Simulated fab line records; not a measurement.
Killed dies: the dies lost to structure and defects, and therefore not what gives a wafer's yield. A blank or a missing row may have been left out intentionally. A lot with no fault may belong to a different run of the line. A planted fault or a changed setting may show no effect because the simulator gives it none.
fab line records :: flow berkeley_cmos170 :: part 2 of 2: steps 30 to 39 of 39
record:
  lots: 5
  wafers: 15
  last_day: 11
route steps=331 shown NVT@107 PVT@115 GATE@125 FIELD@126 PLDD@145
lots untouched by any fault: they come from a run of this same line in which no faults occurred
start_h: hours from the record's opening day to when the first of the lot's shown wafers began :: wait_h: how many hours have passed since the lot's step before this one :: " as in the row above :: L1.1+2: a row that stands for several wafers :: - no value, or no start was given :: * or withheld: withheld :: < > ~ a bound
route shown NAME@n: NAME is a module with steps in the file, n the number in the route of the first one :: usual: mean/standard deviation of fault-free wafers :: same: alike in all rows :: chamber/n: place in a boat :: sites: the reading at each site :: _std_site: standard deviation of those values :: _edge_site: inner sites' mean taken away from outer sites' mean :: radius_mm: for every site, how far away it sits from the centre of the wafer :: mask NAME#n: copy n :: behind: tool/chamber where the wafer was last shaped :: hold: why the lot was held/for how many hours/how that ended :: device: transistor that didn't switch, given as n, p or np :: end of line: the tests these same wafers got at the end of their route :: where a step has no rows: the recipe by itself :: killed: at the first sort, the dies lost to defects and structure; wafer yield is something else :: map: dies across one wafer; x = killed, . = not, _ = none there
set.NAME: the setting the step ran with; set.NAME@STEP: the setting that earlier step ran with :: model.NAME: the simulator's own value behind a step, which no gauge read
lots seen at some steps along the route; tables by step, rows by wafer
services: when a tool's chamber went out of use (start_h, in hours from the record's first day, below 0 if earlier), for how many hours, and the reason
== steps ==
step: UCB170_GATE_PEB_10
recipe:
  peb_temp_c: 130
  peb_time_s: withheld
  resist: KrF
lot.wafer: L085.3+5+6
tool: litho_track-04
chamber: 0
start_h: 191.26
wait_h: 0.1

lot.wafer: L088.1+3+5
tool: litho_track-01
chamber: 0
start_h: 201.20
wait_h: 0.1

lot.wafer: L090.1+2+6
tool: litho_track-01
chamber: 0
start_h: 217.65
wait_h: 1.0

lot.wafer: L089.2+4+5
tool: litho_track-03
chamber: 0
start_h: 218.00
wait_h: 1.0

lot.wafer: L093.2+4+6
tool: litho_track-01
chamber: 0
start_h: 225.14
wait_h: 0.1
step: UCB170_GATE_DEVELOP_11
recipe:
  developer: TMAH
  develop_time_s: 45
  resist: KrF
  dev_temp_c: 21
lot.wafer: L085.3+5+6
tool: litho_track-04
chamber: 0
start_h: -
wait_h: -

lot.wafer: L088.1+3+5
tool: litho_track-01
chamber: 0
start_h: -
wait_h: -

lot.wafer: L090.1+2+6
tool: litho_track-01
chamber: 0
start_h: -
wait_h: -

lot.wafer: L089.2+4+5
tool: litho_track-03
chamber: 0
start_h: -
wait_h: -

lot.wafer: L093.2+4+6
tool: litho_track-01
chamber: 0
start_h: -
wait_h: -
step: UCB170_GATE_CD_MEAS_12
recipe:
  target_cd_nm: 350
usual:
  cd_nm: 350.3/1.2
lot.wafer: L085.3
tool: cd_sem-02
chamber: -
start_h: 191.53
wait_h: -
cd_nm: 351.7

lot.wafer: L085.5
tool: cd_sem-02
chamber: -
start_h: 191.53
wait_h: -
cd_nm: 349.6

lot.wafer: L085.6
tool: cd_sem-02
chamber: -
start_h: 191.53
wait_h: -
cd_nm: 351.6

lot.wafer: L088.1
tool: cd_sem-01
chamber: -
start_h: 201.48
wait_h: -
cd_nm: 350.0

lot.wafer: L088.3
tool: cd_sem-01
chamber: -
start_h: 201.48
wait_h: -
cd_nm: 350.0

lot.wafer: L088.5
tool: cd_sem-01
chamber: -
start_h: 201.48
wait_h: -
cd_nm: 350.2

lot.wafer: L090.1
tool: cd_sem-01
chamber: -
start_h: 218.00
wait_h: -
cd_nm: 351.0

lot.wafer: L090.2
tool: cd_sem-01
chamber: -
start_h: 218.00
wait_h: -
cd_nm: 352.3

lot.wafer: L090.6
tool: cd_sem-01
chamber: -
start_h: 218.00
wait_h: -
cd_nm: 352.8

lot.wafer: L089.2
tool: cd_sem-02
chamber: -
start_h: 218.27
wait_h: -
cd_nm: 350.3

lot.wafer: L089.4
tool: cd_sem-02
chamber: -
start_h: 218.27
wait_h: -
cd_nm: 349.6

lot.wafer: L089.5
tool: cd_sem-02
chamber: -
start_h: 218.27
wait_h: -
cd_nm: 350.0

lot.wafer: L093.2
tool: cd_sem-01
chamber: -
start_h: 225.41
wait_h: -
cd_nm: 351.3

lot.wafer: L093.4
tool: cd_sem-01
chamber: -
start_h: 225.41
wait_h: -
cd_nm: 351.2

lot.wafer: L093.6
tool: cd_sem-01
chamber: -
start_h: 225.41
wait_h: -
cd_nm: 350.7
step: UCB170_GATE_OVL_MEAS_13
usual:
  GATE_OVL: 3/5.6
lot.wafer: L085.3
tool: overlay-01
chamber: -
start_h: 191.62
wait_h: 0.1
GATE_OVL[nm]: 4

lot.wafer: L085.5
tool: overlay-01
chamber: -
start_h: 191.62
wait_h: 0.1
GATE_OVL[nm]: -5

lot.wafer: L085.6
tool: overlay-01
chamber: -
start_h: 191.62
wait_h: 0.1
GATE_OVL[nm]: 7

lot.wafer: L088.1
tool: overlay-02
chamber: -
start_h: 201.60
wait_h: 0.1
GATE_OVL[nm]: 6

lot.wafer: L088.3
tool: overlay-02
chamber: -
start_h: 201.60
wait_h: 0.1
GATE_OVL[nm]: 5

lot.wafer: L088.5
tool: overlay-02
chamber: -
start_h: 201.60
wait_h: 0.1
GATE_OVL[nm]: 12

lot.wafer: L090.1
tool: overlay-02
chamber: -
start_h: 218.12
wait_h: 0.1
GATE_OVL[nm]: -5

lot.wafer: L090.2
tool: overlay-02
chamber: -
start_h: 218.12
wait_h: 0.1
GATE_OVL[nm]: -6

lot.wafer: L090.6
tool: overlay-02
chamber: -
start_h: 218.12
wait_h: 0.1
GATE_OVL[nm]: -8

lot.wafer: L089.2
tool: overlay-01
chamber: -
start_h: 218.37
wait_h: 0.1
GATE_OVL[nm]: 5

lot.wafer: L089.4
tool: overlay-01
chamber: -
start_h: 218.37
wait_h: 0.1
GATE_OVL[nm]: 10

lot.wafer: L089.5
tool: overlay-01
chamber: -
start_h: 218.37
wait_h: 0.1
GATE_OVL[nm]: 12

lot.wafer: L093.2
tool: overlay-02
chamber: -
start_h: 225.51
wait_h: 0.1
GATE_OVL[nm]: 3

lot.wafer: L093.4
tool: overlay-02
chamber: -
start_h: 225.51
wait_h: 0.1
GATE_OVL[nm]: -2

lot.wafer: L093.6
tool: overlay-02
chamber: -
start_h: 225.51
wait_h: 0.1
GATE_OVL[nm]: 7
step: UCB170_GATE_ETCH_14
recipe:
  chemistry: N2/H2
  target_depth_a: withheld
  overetch_a: withheld
  target: BARC
  time_s: withheld
  source_w: 500
  bias_w: 100
  pressure_mtorr: 30
  n2_flow_sccm: 100
  h2_flow_sccm: 200
usual:
  drypump_motor_current_A: 5.7/0.56
  oes_product_au: 1.00/0.036
  throttle_valve_pct: 13.28/0.12
lot.wafer: L085.3
tool: rie_diel-03
chamber: 1
start_h: 191.64
wait_h: 0.0
drypump_motor_current_A: 5.9
oes_product_au: 1.02
throttle_valve_pct: 13.19

lot.wafer: L085.5
tool: rie_diel-03
chamber: 3
start_h: 191.64
wait_h: 0.0
drypump_motor_current_A: 6.1
oes_product_au: 1.04
throttle_valve_pct: 13.52

lot.wafer: L085.6
tool: rie_diel-03
chamber: 0
start_h: 191.64
wait_h: 0.0
drypump_motor_current_A: 6.4
oes_product_au: 0.95
throttle_valve_pct: 13.30

lot.wafer: L088.1
tool: rie_diel-02
chamber: 2
start_h: 201.63
wait_h: 0.0
drypump_motor_current_A: 4.7
oes_product_au: 0.97
throttle_valve_pct: 13.32

lot.wafer: L088.3
tool: rie_diel-02
chamber: 0
start_h: 201.63
wait_h: 0.0
drypump_motor_current_A: 5.3
oes_product_au: 0.96
throttle_valve_pct: 13.34

lot.wafer: L088.5
tool: rie_diel-02
chamber: 1
start_h: 201.63
wait_h: 0.0
drypump_motor_current_A: 5.0
oes_product_au: 1.06
throttle_valve_pct: 13.34

lot.wafer: L090.1
tool: rie_diel-04
chamber: 0
start_h: 218.15
wait_h: 0.0
drypump_motor_current_A: 5.7
oes_product_au: 0.99
throttle_valve_pct: 13.40

lot.wafer: L090.2
tool: rie_diel-04
chamber: 3
start_h: 218.15
wait_h: 0.0
drypump_motor_current_A: 6.0
oes_product_au: 0.95
throttle_valve_pct: 13.17

lot.wafer: L090.6
tool: rie_diel-04
chamber: 3
start_h: 218.15
wait_h: 0.0
drypump_motor_current_A: 6.0
oes_product_au: 0.95
throttle_valve_pct: 13.17

lot.wafer: L089.2
tool: rie_diel-02
chamber: 0
start_h: 218.40
wait_h: 0.0
drypump_motor_current_A: 5.4
oes_product_au: 0.95
throttle_valve_pct: 13.35

lot.wafer: L089.4
tool: rie_diel-02
chamber: 3
start_h: 218.40
wait_h: 0.0
drypump_motor_current_A: 5.5
oes_product_au: 0.99
throttle_valve_pct: 13.20

lot.wafer: L089.5
tool: rie_diel-02
chamber: 1
start_h: 218.40
wait_h: 0.0
drypump_motor_current_A: 5.0
oes_product_au: 1.04
throttle_valve_pct: 13.34

lot.wafer: L093.2
tool: rie_diel-03
chamber: 2
start_h: 225.54
wait_h: 0.0
drypump_motor_current_A: 6.6
oes_product_au: 1.00
throttle_valve_pct: 13.23

lot.wafer: L093.4
tool: rie_diel-03
chamber: 1
start_h: 225.54
wait_h: 0.0
drypump_motor_current_A: 6.0
oes_product_au: 1.03
throttle_valve_pct: 13.19

lot.wafer: L093.6
tool: rie_diel-03
chamber: 2
start_h: 225.54
wait_h: 0.0
drypump_motor_current_A: 6.6
oes_product_au: 1.01
throttle_valve_pct: 13.20
step: UCB170_GATE_ETCH_15
recipe:
  chemistry: HBr/Cl2
  target: poly-Si
  stop_on: SiO2
  over_etch_frac: 0.3
  icp_w: 300
  bias_w: 150
  time_s: 56.3
  pressure_mtorr: 15
  HBr_flow_sccm: 150
  Cl2_flow_sccm: 50
  target_depth_a: 2782
usual:
  drypump_motor_current_A: 5.9/0.35
  oes_product_au: 0.829/0.017
  throttle_valve_pct: 26.46/0.25
lot.wafer: L085.3
tool: rie_si-02
chamber: 2
start_h: 191.69
wait_h: -
drypump_motor_current_A: 5.5
oes_product_au: 0.828
rf_hours_counter_h: 2
throttle_valve_pct: 26.65

lot.wafer: L085.5
tool: rie_si-02
chamber: 0
start_h: 191.69
wait_h: -
drypump_motor_current_A: 5.8
oes_product_au: 0.834
rf_hours_counter_h: -
throttle_valve_pct: 26.52

lot.wafer: L085.6
tool: rie_si-02
chamber: 3
start_h: 191.69
wait_h: -
drypump_motor_current_A: 6.1
oes_product_au: 0.824
rf_hours_counter_h: -
throttle_valve_pct: 26.49

lot.wafer: L088.1
tool: rie_si-01
chamber: 1
start_h: 201.67
wait_h: -
drypump_motor_current_A: 6.3
oes_product_au: 0.827
rf_hours_counter_h: 104
throttle_valve_pct: 26.00

lot.wafer: L088.3
tool: rie_si-01
chamber: 3
start_h: 201.67
wait_h: -
drypump_motor_current_A: 6.3
oes_product_au: 0.838
rf_hours_counter_h: 0
throttle_valve_pct: 26.63

lot.wafer: L088.5
tool: rie_si-01
chamber: 3
start_h: 201.67
wait_h: -
drypump_motor_current_A: 6.3
oes_product_au: 0.829
rf_hours_counter_h: -
throttle_valve_pct: 26.64

lot.wafer: L090.1
tool: rie_si-02
chamber: 2
start_h: 218.20
wait_h: -
drypump_motor_current_A: 5.5
oes_product_au: 0.853
rf_hours_counter_h: 2
throttle_valve_pct: 26.65

lot.wafer: L090.2
tool: rie_si-02
chamber: 1
start_h: 218.20
wait_h: -
drypump_motor_current_A: 5.1
oes_product_au: 0.843
rf_hours_counter_h: 2
throttle_valve_pct: 26.30

lot.wafer: L090.6
tool: rie_si-02
chamber: 0
start_h: 218.20
wait_h: -
drypump_motor_current_A: 5.8
oes_product_au: 0.843
rf_hours_counter_h: -
throttle_valve_pct: 26.53

lot.wafer: L089.2
tool: rie_si-02
chamber: 0
start_h: 218.44
wait_h: -
drypump_motor_current_A: 5.9
oes_product_au: 0.844
rf_hours_counter_h: 11
throttle_valve_pct: 26.53

lot.wafer: L089.4
tool: rie_si-02
chamber: 3
start_h: 218.44
wait_h: -
drypump_motor_current_A: 6.0
oes_product_au: 0.845
rf_hours_counter_h: 93
throttle_valve_pct: 26.48

lot.wafer: L089.5
tool: rie_si-02
chamber: 0
start_h: 218.44
wait_h: -
drypump_motor_current_A: 5.9
oes_product_au: 0.858
rf_hours_counter_h: -
throttle_valve_pct: 26.51

lot.wafer: L093.2
tool: rie_si-02
chamber: 3
start_h: 225.58
wait_h: -
drypump_motor_current_A: 6.0
oes_product_au: 0.831
rf_hours_counter_h: 93
throttle_valve_pct: 26.48

lot.wafer: L093.4
tool: rie_si-02
chamber: 0
start_h: 225.58
wait_h: -
drypump_motor_current_A: 5.9
oes_product_au: 0.844
rf_hours_counter_h: 11
throttle_valve_pct: 26.53

lot.wafer: L093.6
tool: rie_si-02
chamber: 2
start_h: 225.58
wait_h: -
drypump_motor_current_A: 5.5
oes_product_au: 0.843
rf_hours_counter_h: -
throttle_valve_pct: 26.65
step: UCB170_GATE_STRIP_16
recipe:
  chemistry: O2
  power_w: 400
  pressure_mtorr: 3500
  platen_temp_c: withheld
  o2_flow_sccm: 400
  overash_fraction: 0.5
usual:
  drypump_motor_current_A: 5.4/0.45
  oes_product_au: 0.723/0.0041
same:
  overash_fraction: 0.5
lot.wafer: L085.3
tool: plasma_asher-03
chamber: 0
start_h: 191.77
wait_h: 0.1
drypump_motor_current_A: 6.2
oes_product_au: 0.723
rf_hours_counter_h: -

lot.wafer: L085.5
tool: plasma_asher-03
chamber: 0
start_h: 191.77
wait_h: 0.1
drypump_motor_current_A: 6.2
oes_product_au: 0.724
rf_hours_counter_h: -

lot.wafer: L085.6
tool: plasma_asher-03
chamber: 1
start_h: 191.77
wait_h: 0.1
drypump_motor_current_A: 5.5
oes_product_au: 0.724
rf_hours_counter_h: -

lot.wafer: L088.1
tool: plasma_asher-02
chamber: 0
start_h: 201.72
wait_h: 0.0
drypump_motor_current_A: 4.9
oes_product_au: 0.727
rf_hours_counter_h: 46

lot.wafer: L088.3
tool: plasma_asher-02
chamber: 0
start_h: 201.72
wait_h: 0.0
drypump_motor_current_A: 4.9
oes_product_au: 0.712
rf_hours_counter_h: -

lot.wafer: L088.5
tool: plasma_asher-02
chamber: 1
start_h: 201.72
wait_h: 0.0
drypump_motor_current_A: 5.2
oes_product_au: 0.720
rf_hours_counter_h: -

lot.wafer: L090.1
tool: plasma_asher-03
chamber: 1
start_h: 218.24
wait_h: 0.0
drypump_motor_current_A: 5.5
oes_product_au: 0.721
rf_hours_counter_h: 42

lot.wafer: L090.2
tool: plasma_asher-03
chamber: 0
start_h: 218.24
wait_h: 0.0
drypump_motor_current_A: 6.2
oes_product_au: 0.718
rf_hours_counter_h: 42

lot.wafer: L090.6
tool: plasma_asher-03
chamber: 0
start_h: 218.24
wait_h: 0.0
drypump_motor_current_A: 6.2
oes_product_au: 0.730
rf_hours_counter_h: -

lot.wafer: L089.2
tool: plasma_asher-02
chamber: 1
start_h: 218.49
wait_h: 0.0
drypump_motor_current_A: 5.1
oes_product_au: 0.723
rf_hours_counter_h: 49

lot.wafer: L089.4
tool: plasma_asher-02
chamber: 0
start_h: 218.49
wait_h: 0.0
drypump_motor_current_A: 4.9
oes_product_au: 0.727
rf_hours_counter_h: -

lot.wafer: L089.5
tool: plasma_asher-02
chamber: 1
start_h: 218.49
wait_h: 0.0
drypump_motor_current_A: 5.1
oes_product_au: 0.725
rf_hours_counter_h: -

lot.wafer: L093.2
tool: plasma_asher-01
chamber: 0
start_h: 225.63
wait_h: 0.0
drypump_motor_current_A: 5.3
oes_product_au: 0.725
rf_hours_counter_h: 50

lot.wafer: L093.4
tool: plasma_asher-01
chamber: 0
start_h: 225.63
wait_h: 0.0
drypump_motor_current_A: 5.3
oes_product_au: 0.727
rf_hours_counter_h: -

lot.wafer: L093.6
tool: plasma_asher-01
chamber: 1
start_h: 225.63
wait_h: 0.0
drypump_motor_current_A: 5.8
oes_product_au: 0.730
rf_hours_counter_h: -
step: UCB170_GATE_CD_MEAS_90
recipe:
  target_cd_nm: 350
usual:
  cd_nm: 350.3/1.5
lot.wafer: L085.3
tool: cd_sem-02
chamber: -
start_h: 191.87
wait_h: 0.1
cd_nm: 350.6

lot.wafer: L085.5
tool: cd_sem-02
chamber: -
start_h: 191.87
wait_h: 0.1
cd_nm: 350.6

lot.wafer: L085.6
tool: cd_sem-02
chamber: -
start_h: 191.87
wait_h: 0.1
cd_nm: 351.4

lot.wafer: L088.1
tool: cd_sem-01
chamber: -
start_h: 201.82
wait_h: 0.1
cd_nm: 349.4

lot.wafer: L088.3
tool: cd_sem-01
chamber: -
start_h: 201.82
wait_h: 0.1
cd_nm: 351.7

lot.wafer: L088.5
tool: cd_sem-01
chamber: -
start_h: 201.82
wait_h: 0.1
cd_nm: 349.7

lot.wafer: L090.1
tool: cd_sem-02
chamber: -
start_h: 218.37
wait_h: 0.1
cd_nm: 352.0

lot.wafer: L090.2
tool: cd_sem-02
chamber: -
start_h: 218.37
wait_h: 0.1
cd_nm: 353.1

lot.wafer: L090.6
tool: cd_sem-02
chamber: -
start_h: 218.37
wait_h: 0.1
cd_nm: 353.3

lot.wafer: L089.2
tool: cd_sem-02
chamber: -
start_h: 218.61
wait_h: 0.1
cd_nm: 351.6

lot.wafer: L089.4
tool: cd_sem-02
chamber: -
start_h: 218.61
wait_h: 0.1
cd_nm: 348.9

lot.wafer: L089.5
tool: cd_sem-02
chamber: -
start_h: 218.61
wait_h: 0.1
cd_nm: 350.0

lot.wafer: L093.2
tool: cd_sem-02
chamber: -
start_h: 225.75
wait_h: 0.1
cd_nm: 353.1

lot.wafer: L093.4
tool: cd_sem-02
chamber: -
start_h: 225.75
wait_h: 0.1
cd_nm: 350.0

lot.wafer: L093.6
tool: cd_sem-02
chamber: -
start_h: 225.75
wait_h: 0.1
cd_nm: 351.5
step: UCB170_GATE_CLEAN_17
recipe:
  chemistry: SPM
  temp_c: 120
  time_s: 600
usual:
  bath_guard_temp_C: 120.2/0.4
lot.wafer: L085.3
tool: wet_bench-04
chamber: 2
start_h: 192.01
wait_h: 0.1
bath_guard_temp_C: 119.8

lot.wafer: L085.5
tool: wet_bench-04
chamber: 2
start_h: 192.01
wait_h: 0.1
bath_guard_temp_C: 119.6

lot.wafer: L085.6
tool: wet_bench-04
chamber: 2
start_h: 192.01
wait_h: 0.1
bath_guard_temp_C: 119.9

lot.wafer: L088.1
tool: wet_bench-02
chamber: 2
start_h: 201.94
wait_h: 0.1
bath_guard_temp_C: 120.4

lot.wafer: L088.3
tool: wet_bench-02
chamber: 2
start_h: 201.94
wait_h: 0.1
bath_guard_temp_C: 119.9

lot.wafer: L088.5
tool: wet_bench-02
chamber: 2
start_h: 201.94
wait_h: 0.1
bath_guard_temp_C: 119.7

lot.wafer: L090.1
tool: wet_bench-02
chamber: 3
start_h: 218.49
wait_h: 0.1
bath_guard_temp_C: 120.4

lot.wafer: L090.2
tool: wet_bench-02
chamber: 3
start_h: 218.49
wait_h: 0.1
bath_guard_temp_C: 120.2

lot.wafer: L090.6
tool: wet_bench-02
chamber: 3
start_h: 218.49
wait_h: 0.1
bath_guard_temp_C: 120.4

lot.wafer: L089.2
tool: wet_bench-02
chamber: 3
start_h: 218.71
wait_h: 0.1
bath_guard_temp_C: 120.2

lot.wafer: L089.4
tool: wet_bench-02
chamber: 3
start_h: 218.71
wait_h: 0.1
bath_guard_temp_C: 119.9

lot.wafer: L089.5
tool: wet_bench-02
chamber: 3
start_h: 218.71
wait_h: 0.1
bath_guard_temp_C: 119.9

lot.wafer: L093.2
tool: wet_bench-02
chamber: 1
start_h: 225.85
wait_h: 0.1
bath_guard_temp_C: 120.7

lot.wafer: L093.4
tool: wet_bench-02
chamber: 1
start_h: 225.85
wait_h: 0.1
bath_guard_temp_C: 120.8

lot.wafer: L093.6
tool: wet_bench-02
chamber: 1
start_h: 225.85
wait_h: 0.1
bath_guard_temp_C: 120.9
step: UCB170_PLDD_HMDS_00
recipe:
  prime_time_s: 60
  prime_temp_c: 100
lot.wafer: L085.3+5+6
tool: litho_track-04
chamber: 0
start_h: 192.27
wait_h: 0.1

lot.wafer: L088.1+3+5
tool: litho_track-01
chamber: 0
start_h: 202.32
wait_h: 0.2

lot.wafer: L090.1+2+6
tool: litho_track-01
chamber: 0
start_h: 218.93
wait_h: 0.3

lot.wafer: L089.2+4+5
tool: litho_track-02
chamber: 0
start_h: 219.35
wait_h: 0.5

lot.wafer: L093.2+4+6
tool: litho_track-02
chamber: 0
start_h: 226.07
wait_h: 0.0
== services ==
tool: implanter-04
chamber: -
start_h: 150.25
hours: 6.0
kind: repair

tool: rie_diel-04
chamber: 2
start_h: 151.92
hours: -
kind: clean

tool: rie_diel-04
chamber: 2
start_h: 151.92
hours: 18.8
kind: scheduled_down

tool: rie_diel-04
chamber: 2
start_h: 151.92
hours: 18.8
kind: vent_cycle

tool: rie_si-02
chamber: -
start_h: 167.91
hours: 2.8
kind: pm

tool: rie_diel-02
chamber: 2
start_h: 170.21
hours: 5.9
kind: repair

tool: krf_scanner-02
chamber: -
start_h: 170.31
hours: 4.0
kind: pm

tool: plasma_asher-02
chamber: -
start_h: 174.93
hours: 0.5
kind: repair

tool: rie_si-01
chamber: 2
start_h: 180.02
hours: 7.7
kind: repair

tool: rie_diel-02
chamber: -
start_h: 184.64
hours: 0.7
kind: repair

tool: rie_diel-02
chamber: 3
start_h: 186.79
hours: -
kind: clean

tool: rie_diel-02
chamber: 3
start_h: 186.79
hours: 17.7
kind: scheduled_down

tool: rie_diel-02
chamber: 3
start_h: 186.79
hours: 17.7
kind: vent_cycle

tool: wet_bench-02
chamber: -
start_h: 191.31
hours: 1.4
kind: repair

tool: litho_track-01
chamber: -
start_h: 192.51
hours: -
kind: consumable_replace:filter

tool: krf_scanner-01
chamber: 0
start_h: 194.92
hours: -
kind: calibration

tool: krf_scanner-02
chamber: -
start_h: 204.08
hours: 1.3
kind: pm

tool: rie_diel-02
chamber: -
start_h: 209.49
hours: 2.8
kind: pm

tool: implanter-03
chamber: -
start_h: 211.53
hours: 1.9
kind: repair

tool: krf_scanner-01
chamber: -
start_h: 216.05
hours: 0.8
kind: pm

tool: furnace-02
chamber: -
start_h: 217.06
hours: 3.4
kind: pm
